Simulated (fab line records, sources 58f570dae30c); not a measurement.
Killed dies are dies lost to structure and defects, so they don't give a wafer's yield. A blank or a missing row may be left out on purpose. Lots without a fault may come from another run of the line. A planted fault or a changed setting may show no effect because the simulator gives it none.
Problem report in the 8D (eight disciplines) form, filled by code | flow berkeley_cmos170 | the parts of the form that need people (team, actions taken, sign-off) are left out

1. THE PROBLEM
ACTIVE_NITRIDE_THK at UCB170_ACTIVE_THK_MEAS_06 reads a mean of 299.9 nm on 6 wafers of 2 lots; wafers without a fault read 219.5 nm with a standard deviation of 1.5. That is +54 standard deviations from the usual mean.
First seen on wafer L628.1, day 7 04:24, on film_metro-04. The record holds 42 wafers of 14 lots with a number at this step. Rule for "out", or "out of limits": more than 4 standard deviations from the usual mean. The other wafers with a number count as sound.

2. WHAT IT IS AND WHAT IT IS NOT
question                    | is                           | is not
which readings at this step | ACTIVE_NITRIDE_THK           | -
which lots                  | L627, L628                   | L613, L614, L615, L619, L620, L626, L629, L631, L632, L633, L634, L635
which wafers of those lots  | all that have a number       | -
read on which gauges        | film_metro-02, film_metro-04 | film_metro-01
when                        | from day 7 04:24             | up to then (18 sound wafers); but 18 sound wafers of L629, L631, L632, L633, L634, L635 came after

3. SUSPECTS, AND WHAT RULES EACH OUT
Counting: a tool at a process step up to the reading stays a suspect if it ran every lot that is out and no sound lot after the first of them.
- the gauge at UCB170_ACTIVE_THK_MEAS_06: ruled out. The wafers that are out were read on 2 gauges (film_metro-02, film_metro-04).
- lpcvd-02 at UCB170_ACTIVE_CVD_05 (deposits Si3N4 from SiH2Cl2/NH3, target thk 220 nm, time 3300 s): ruled out as a lasting fault. Sound lots L629, L631 ran on it after its first lot that is out, L627 (day 7 02:29).
Left after counting: nothing in the record.

4. THE CAUSE (what the simulator had put in)
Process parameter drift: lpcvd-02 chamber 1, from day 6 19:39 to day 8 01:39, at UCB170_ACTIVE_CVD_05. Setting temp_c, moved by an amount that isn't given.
Counting ruled it out, wrongly: the rule takes a fault to strike every lot that its tool runs from its start on, and this one did not.

5. THE CHAIN OF EFFECTS, in route order
Each row: a reading whose mean over the struck wafers that have a number lies more than 3 standard deviations from the usual. Only readings for which the record gives a usual standard deviation are gone through. hours: the time from each lot's start at the first step in this table that gives one to its start at this step, as a median over the lots. sigmas: the change in usual standard deviations.
hours | step                      | reading            | usual      | on struck wafers | change | sigmas
0     | UCB170_ACTIVE_CVD_05      | spike_tc_centre_C  | 803.1 C    | 820.2            | +17.1  | +16
0     | UCB170_ACTIVE_CVD_05      | spike_tc_load_C    | 824 C      | 842              | +18    | +5.2
0     | UCB170_ACTIVE_CVD_05      | spike_tc_source_C  | 823 C      | 843              | +20    | +6.4
0     | UCB170_ACTIVE_CVD_05      | susceptor_temp_C   | 800.0 C    | 817.8            | +17.8  | +56
2     | UCB170_ACTIVE_THK_MEAS_06 | ACTIVE_NITRIDE_THK | 219.5 nm   | 299.9            | +80.4  | +54
3     | UCB170_ACTIVE_ETCH_15     | oes_product_au     | 0.949 a.u. | 1.004            | +0.055 | +4.6
The process steps in it:
- UCB170_ACTIVE_CVD_05: deposits Si3N4 from SiH2Cl2/NH3, target thk 220 nm, time 3300 s.
- UCB170_ACTIVE_ETCH_15: etches Si3N4 in CH3F/Ar/O2, stops on SiO2, target depth 242 nm, time 151 s.

6. WHAT WOULD HAVE CAUGHT IT SOONER
In this record the first reading out of limits at a measuring or inspecting step was taken at day 7 04:24, 9 hours after the fault began at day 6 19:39.
The tool's own readings at UCB170_ACTIVE_CVD_05 were out on every struck wafer that the step has a row for (spike_tc_centre_C, spike_tc_load_C, spike_tc_source_C, susceptor_temp_C): an alarm limit on them would have fired on the first of those.
